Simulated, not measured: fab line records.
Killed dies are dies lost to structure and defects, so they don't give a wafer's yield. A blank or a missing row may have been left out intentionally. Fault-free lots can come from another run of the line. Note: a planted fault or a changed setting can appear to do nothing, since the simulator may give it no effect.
Chamber matching    flow berkeley cmos170    4 sister chambers for UCB170_V2_CMP_02 on cmp-02
The step polishes SiO2. 18 wafers are shown with their chamber, then 9 later ones without.

EACH WAFER AND ITS CHAMBER
wafer   chamber  motor current A (A)  slurry filter dp kPa (kPa)  edge zone pressure frac
L990.1  2        17.7                 13.51                       1.004
L990.2  3        14.9                 13.73                       0.997
L990.3  1        14.8                 13.46                       1.004
L994.1  3        14.7                 13.42                       1.000
L994.2  2        17.9                 13.48                       0.997
L994.5  0        15.7                 13.69                       1.010
L993.3  0        15.2                 13.52                       1.011
L993.4  1        15.7                 13.33                       0.996
L993.5  2        17.9                 13.63                       0.997
L106.3  1        15.4                 13.37                       1.003
L106.4  0        16.1                 13.69                       1.006
L106.5  0        15.3                 13.58                       1.000
L104.2  3        14.7                 13.61                       0.995
L104.4  2        17.9                 13.32                       1.007
L104.5  2        18.2                 13.62                       1.005
L108.1  1        15.5                 13.47                       1.011
L108.4  3        15.2                 13.60                       0.997
L108.5  2        17.6                 13.36                       1.000

SIGNATURES, as means of the wafers listed above
reading                  chamber 0  chamber 1  chamber 2  chamber 3  scatter within a chamber
motor current A          15.575     15.350     17.867     14.875     0.309
slurry filter dp kPa     13.6200    13.4075    13.4867    13.5900    0.109
edge zone pressure frac  1.00675    1.00350    1.00167    0.99725    0.00457
Rule: distance of a wafer from a chamber = root of the sum over the readings of ((wafer's reading minus chamber's mean) / reading's scatter) squared. If the next closest chamber is less than 2 further off than the closest, the wafer can't be placed; otherwise it belongs to the closest. How the scatter is found: for the shown wafers, subtract from each reading the mean of its chamber, square and add these, divide the total by (wafers less chambers), then take the root.

WAFERS MISSING THEIR CHAMBER
wafer   motor current A (A)  slurry filter dp kPa (kPa)  edge zone pressure frac
L110.2  15.2                 13.60                       1.006
L110.3  18.0                 13.76                       1.002
L110.4  15.2                 13.49                       0.999
L112.1  14.9                 13.44                       1.002
L112.3  17.6                 13.60                       0.998
L112.4  15.6                 13.51                       0.998
L113.3  14.9                 13.29                       1.002
L113.5  16.3                 13.50                       0.998
L113.6  14.2                 13.41                       0.994

CHAMBER TAKEN BY EACH
wafer   from the rows above                in truth
L110.2  can't be placed: 0 or 1 or 3       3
L110.3  2                                  2
L110.4  can't be placed: 1 or 3 or 0       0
L112.1  can't be placed: 1 or 3 or 0       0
L112.3  2                                  2
L112.4  can't be placed: 1 or 0 or 3       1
L113.3  can't be placed: 1 or 3            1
L113.5  can't be placed: 0 or 1 or 3 or 2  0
L113.6  can't be placed: 3 or 1            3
Placed correctly: 2 of 9. These rows do not allow placing 7 (true chamber among the candidates in 7). Number placed wrongly: 0.
